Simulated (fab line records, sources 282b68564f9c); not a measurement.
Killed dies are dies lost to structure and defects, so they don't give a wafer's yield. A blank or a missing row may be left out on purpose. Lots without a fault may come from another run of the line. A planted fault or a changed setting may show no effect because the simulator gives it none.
fab line records | flow rit_cmos
record lots=5 wafers=23
route steps=202 shown PSD@150 PLDD@159 CONTACT@171 M1@192
start_h: hours from the record's first day to the start of the lot's first wafer shown | wait_h: hours since the lot's step before | " the same as in the row above | L1.1+2: a row that stands for several wafers | - no value, or no start given | * or withheld: withheld | < > ~ a bound
route shown NAME@n: a module of which the file shows steps, and the number in the route of the first | usual: mean/standard deviation of fault-free wafers | same: alike in all rows | chamber/n: place in a boat | sites: the reading at each site | _std_site: their standard deviation | _edge_site: outer sites' mean less inner sites' | radius_mm: how far each site lies from the wafer's centre | mask NAME#n: copy n | behind: the tool/chamber that last shaped the wafer | hold: why the lot was held/for how many hours/how that ended | device: the transistor (n, p or np) that didn't switch | end of line: the same wafers' tests at the end of the route | a step without rows: its recipe alone | killed: dies lost to structure and defects at the first sort, not the wafer's yield | map: a wafer's dies, x killed, . not, _ none there
set.NAME: the setting as run; set.NAME@STEP: as run at that earlier step | model.NAME: the simulator's own value behind a step, which no gauge read
lots whose settings were changed on purpose; a table a step, a row a wafer
## steps
# step RIT_PSD_IMPLANT_08
# recipe species=BF2 energy_kev=27 dose_cm2=5e+15 tilt_deg=7
# columns lot.wafer tool chamber start_h wait_h set.tilt_deg
L074.1+2+3+4+5 implanter-02 0 49.41 0.1 7
L082.2+4+5 implanter-04 0 90.35 0.1 7
L083.1+4 implanter-04 0 94.74 0.1 6.706
L083.3+5+6 " 0 " " 7
L084.2+3+4+5+6 implanter-02 0 104.34 0.1 7
L085.1+6 implanter-02 0 106.88 0.1 7.699
L085.2+3+4 " 0 " " 7
# step RIT_PSD_STRIP_09
# recipe chemistry=O2 time_s=180 resist=NOVOLAK platen_temp_c=withheld power_w=500 pressure_mtorr=4000 o2_flow_sccm=4000
# step RIT_SDANNEAL_RS_MEAS_06
# recipe thk_meas_gauge=four-point-probe
# usual PLDD_RS=178.7/0.47
# columns lot.wafer tool chamber start_h wait_h set.dose_cm2@PLDD_IMPLANT_08 PLDD_RS[ohm/sq]
L074.1 film_metro-02 - 50.52 0.1 9.333e+14 175.6
L074.2 " - " " 9e+14 178.7
L074.3 " - " " 9e+14 178.7
L074.4 " - " " 9e+14 179.4
L074.5 " - " " 9.333e+14 175.3
L082.2 film_metro-02 - 91.40 0.1 9e+14 178.3
L082.4 " - " " 9e+14 178.4
L082.5 " - " " 9e+14 178.2
L083.1 film_metro-03 - 95.79 0.1 9e+14 179.5
L083.3 " - " " 8.539e+14 183.2
L083.4 " - " " 8.539e+14 183.7
L083.5 " - " " 8.539e+14 183.6
L083.6 " - " " 9e+14 178.7
L084.2 film_metro-03 - 105.40 0.1 9.602e+14 172.2
L084.3 " - " " 9e+14 177.9
L084.4 " - " " 9e+14 177.8
L084.5 " - " " 9e+14 177.8
L084.6 " - " " 9.602e+14 172.6
L085.1 film_metro-02 - 107.96 0.1 9e+14 179.6
L085.2 " - " " 9e+14 178.9
L085.3 " - " " 9.593e+14 173.8
L085.4 " - " " 9.593e+14 173.5
L085.6 " - " " 9e+14 179.2
# step RIT_CONTACT_COAT_03
# recipe resist=NOVOLAK spin_rpm=3250 resist_thk_nm=1000
# columns lot.wafer tool chamber start_h wait_h set.spin_rpm model.NOVOLAK_of_CONTACT_COAT_03.thk_nm
L074.1 litho_track-03 0 51.60 0.1 3367 985.2
L074.2 " 0 " " 3367 985.8
L074.3+4 " 0 " " 3250 1001
L074.5 " 0 " " 3250 1002
L082.2 litho_track-02 0 92.43 0.1 3250 998.7
L082.4 " 0 " " 3250 1001
L082.5 " 0 " " 3250 998.9
L083.1 litho_track-03 0 96.82 0.1 3172 1015
L083.3 " 0 " " 3250 998.3
L083.4 " 0 " " 3172 1016
L083.5 " 0 " " 3172 1018
L083.6 " 0 " " 3250 1003
L084.2 litho_track-02 0 106.43 0.1 3089 1030
L084.3 " 0 " " 3089 1026
L084.4 " 0 " " 3250 1003
L084.5 " 0 " " 3250 1001
L084.6 " 0 " " 3250 1002
L085.1+3 litho_track-03 0 108.98 0.1 3183 1010
L085.2 " 0 " " 3250 999.8
L085.4 " 0 " " 3250 997.3
L085.6 " 0 " " 3250 1000
# step RIT_CONTACT_DEVELOP_07
# recipe resist=NOVOLAK develop_time_s=120 dev_temp_c=23
# columns lot.wafer tool chamber start_h wait_h set.develop_time_s
L074.1+2+5 litho_track-03 0 - - 133.8
L074.3+4 " 0 " " 120
L082.2+4+5 litho_track-03 0 - - 120
L083.1+4+6 litho_track-04 0 - - 129.4
L083.3+5 " 0 " " 120
L084.2+3+5 litho_track-02 0 - - 120
L084.4+6 " 0 " " 133.1
L085.1+4+6 litho_track-04 0 - - 120
L085.2+3 " 0 " " 104
# step RIT_CONTACT_CD_MEAS_08
# recipe target_cd_nm=1000
# usual cd_nm=1000.1/2.1
# columns lot.wafer tool chamber start_h wait_h set.develop_time_s@CONTACT_DEVELOP_07 cd_nm
L074.1 cd_sem-01 - 52.42 - 133.8 1008.3
L074.2 " - " " 133.8 1012.5
L074.3 " - " " 120 999.1
L074.4 " - " " 120 998.7
L074.5 " - " " 133.8 1008.2
L082.2 cd_sem-01 - 93.36 - 120 999.2
L082.4 " - " " 120 1000.0
L082.5 " - " " 120 999.4
L083.1 cd_sem-01 - 97.63 - 129.4 1001.5
L083.3 " - " " 120 997.1
L083.4 " - " " 129.4 1001.2
L083.5 " - " " 120 996.3
L083.6 " - " " 129.4 1002.7
L084.2 cd_sem-01 - 107.24 - 120 999.4
L084.3 " - " " 120 1000.3
L084.4 " - " " 133.1 1010.0
L084.5 " - " " 120 1002.5
L084.6 " - " " 133.1 1012.2
L085.1 cd_sem-02 - 109.92 - 120 995.1
L085.2 " - " " 104 986.4
L085.3 " - " " 104 985.6
L085.4 " - " " 120 997.9
L085.6 " - " " 120 998.5
# step RIT_CONTACT_HARDBAKE_10
# recipe resist=NOVOLAK temp_c=140 time_s=60
# columns lot.wafer tool chamber start_h wait_h set.spin_rpm@CONTACT_COAT_03 model.NOVOLAK_of_CONTACT_COAT_03.thk_nm
L074.1 litho_track-03 0 52.57 0.0 3367 870.3
L074.2 " 0 " " 3367 870.8
L074.3 " 0 " " 3250 883.8
L074.4 " 0 " " 3250 884.4
L074.5 " 0 " " 3250 885.1
L082.2 litho_track-04 0 93.53 0.0 3250 882.1
L082.4 " 0 " " 3250 883.9
L082.5 " 0 " " 3250 882.4
L083.1 litho_track-03 0 97.79 0.0 3172 896.1
L083.3 " 0 " " 3250 881.9
L083.4 " 0 " " 3172 897.7
L083.5 " 0 " " 3172 898.7
L083.6 " 0 " " 3250 885.8
L084.2 litho_track-04 0 107.40 0.0 3089 909.3
L084.3 " 0 " " 3089 906.4
L084.4 " 0 " " 3250 885.4
L084.5 " 0 " " 3250 884
L084.6 " 0 " " 3250 884.8
L085.1 litho_track-02 0 110.07 0.0 3183 892
L085.2 " 0 " " 3250 883.3
L085.3 " 0 " " 3183 891.8
L085.4 " 0 " " 3250 881
L085.6 " 0 " " 3250 883.7
# step RIT_CONTACT_ETCH_11
# recipe target_depth_a=4800 over_etch_frac=0.2 stop_on=TiSi2 chemistry=CHF3/CF4/Ar target=SiO2 CHF3_flow_sccm=50 cf4_flow_sccm=10 Ar_flow_sccm=100 O2_flow_sccm=5 pressure_mtorr=100 rf_w=200 time_s=320
# columns lot.wafer tool chamber start_h wait_h set.spin_rpm@CONTACT_COAT_03 set.develop_time_s@CONTACT_DEVELOP_07 model.NOVOLAK_of_CONTACT_COAT_03.thk_nm model.CONTACT.cd_nm
L074.1 rie_diel-03 1 52.72 0.1 3367 133.8 753.4 1008
L074.2 " 3 " " 3367 133.8 755.6 1013
L074.3 " 0 " " 3250 120 771.2 999.1
L074.4 " 2 " " 3250 120 770.2 998.4
L074.5 " 0 " " 3250 133.8 771.7 1008
L082.2 rie_diel-04 2 93.65 0.1 3250 120 768.6 999.4
L082.4 " 3 " " 3250 120 769.2 999.7
L082.5 " 3 " " 3250 120 767.2 998.6
L083.1 rie_diel-01 1 97.94 0.1 3172 129.4 783.9 1002
L083.3 " 2 " " 3250 120 762.1 997
L083.4 " 3 " " 3172 129.4 782.8 1001
L083.5 " 1 " " 3172 120 786.4 996.8
L083.6 " 2 " " 3250 129.4 766 1003
L084.2 rie_diel-03 1 107.52 0.1 3089 120 793.5 999.4
L084.3 " 0 " " 3089 120 795.9 1001
L084.4 " 1 " " 3250 133.1 769.8 1010
L084.5 " 3 " " 3250 120 767.9 1003
L084.6 " 0 " " 3250 133.1 774.2 1012
L085.1 rie_diel-01 2 110.22 0.1 3183 120 772.8 995.1
L085.2 " 1 " " 3250 104 772.2 986.6
L085.3 " 3 " " 3183 104 775.8 985.6
L085.4 " 0 " " 3250 120 766.2 998.4
L085.6 " 0 " " 3250 120 769.5 999.2
# step RIT_CONTACT_STRIP_12
# recipe chemistry=O2 time_s=180 resist=NOVOLAK platen_temp_c=withheld power_w=500 pressure_mtorr=4000 o2_flow_sccm=4000
# step RIT_CONTACT_CD_MEAS_90
# recipe target_cd_nm=1000
# usual cd_nm=1000.1/2.2
# columns lot.wafer tool chamber start_h wait_h set.develop_time_s@CONTACT_DEVELOP_07 cd_nm
L074.1 cd_sem-01 - 53.09 0.1 133.8 1008.2
L074.2 " - " " 133.8 1012.7
L074.3 " - " " 120 998.8
L074.4 " - " " 120 998.5
L074.5 " - " " 133.8 1008.0
L082.2 cd_sem-02 - 94.04 0.1 120 999.6
L082.4 " - " " 120 1000.1
L082.5 " - " " 120 998.6
L083.1 cd_sem-02 - 98.31 0.1 129.4 1001.8
L083.3 " - " " 120 997.0
L083.4 " - " " 129.4 1001.0
L083.5 " - " " 120 996.7
L083.6 " - " " 129.4 1002.7
L084.2 cd_sem-02 - 107.91 0.1 120 999.2
L084.3 " - " " 120 1000.9
L084.4 " - " " 133.1 1009.8
L084.5 " - " " 120 1002.7
L084.6 " - " " 133.1 1012.0
L085.1 cd_sem-01 - 110.59 0.1 120 995.1
L085.2 " - " " 104 986.5
L085.3 " - " " 104 985.5
L085.4 " - " " 120 998.3
L085.6 " - " " 120 998.9
# step RIT_M1_DEVELOP_08
# recipe resist=NOVOLAK develop_time_s=68 dev_temp_c=23
# columns lot.wafer tool chamber start_h wait_h set.develop_time_s
L074.1+4+5 litho_track-01 0 - - 68
L074.2+3 " 0 " " 74.37
L082.2+4+5 litho_track-04 0 - - 68
L083.1+3+4+5+6 litho_track-02 0 - - 68
L084.2+4 litho_track-02 0 - - 68
L084.3+5+6 " 0 " " 71.2
L085.1+2+3+4+6 litho_track-02 0 - - 68
# step RIT_M1_CD_MEAS_09
# recipe target_cd_nm=2600
# usual cd_nm=2599.9/2
# columns lot.wafer tool chamber start_h wait_h set.develop_time_s@M1_DEVELOP_08 cd_nm
L074.1 cd_sem-01 - 57.44 - 68 2601.9
L074.2 " - " " 74.37 2593.5
L074.3 " - " " 74.37 2595.0
L074.4 " - " " 68 2603.1
L074.5 " - " " 68 2601.7
L082.2 cd_sem-01 - 95.90 - 68 2599.0
L082.4 " - " " 68 2602.2
L082.5 " - " " 68 2601.1
L083.1 cd_sem-01 - 100.17 - 68 2599.4
L083.3 " - " " 68 2601.6
L083.4 " - " " 68 2600.2
L083.5 " - " " 68 2601.5
L083.6 " - " " 68 2600.5
L084.2 cd_sem-01 - 110.04 - 68 2601.3
L084.3 " - " " 71.2 2596.8
L084.4 " - " " 68 2601.5
L084.5 " - " " 71.2 2596.4
L084.6 " - " " 71.2 2593.5
L085.1 cd_sem-01 - 112.59 - 68 2599.2
L085.2 " - " " 68 2599.8
L085.3 " - " " 68 2598.0
L085.4 " - " " 68 2598.5
L085.6 " - " " 68 2600.4
## key
split step=RIT_PSD_IMPLANT_08 setting=tilt_deg stated=7 by=wafer
response none clear
split step=RIT_CONTACT_COAT_03 setting=spin_rpm stated=3250 by=wafer
response step=RIT_CONTACT_COAT_03 reading=model.NOVOLAK_of_CONTACT_COAT_03.thk_nm change=-5.19 per=1% r=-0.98
response step=RIT_CONTACT_HARDBAKE_10 reading=model.NOVOLAK_of_CONTACT_COAT_03.thk_nm change=-4.55 per=1% r=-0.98
response step=RIT_CONTACT_ETCH_11 reading=model.NOVOLAK_of_CONTACT_COAT_03.thk_nm change=-5.01 per=1% r=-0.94
split step=RIT_CONTACT_DEVELOP_07 setting=develop_time_s stated=120 by=wafer
response step=RIT_CONTACT_CD_MEAS_08 reading=cd_nm change=+0.867 per=1% r=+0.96
response step=RIT_CONTACT_ETCH_11 reading=model.CONTACT.cd_nm change=+0.869 per=1% r=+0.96
response step=RIT_CONTACT_CD_MEAS_90 reading=cd_nm change=+0.869 per=1% r=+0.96
split step=RIT_M1_DEVELOP_08 setting=develop_time_s stated=68 by=wafer
response step=RIT_M1_CD_MEAS_09 reading=cd_nm change=-0.925 per=1% r=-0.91
split outside_this_file step=RIT_PLDD_IMPLANT_08 setting=dose_cm2
# split outside_this_file: this setting was split too, and the file shows its column; the key of that split is in another file
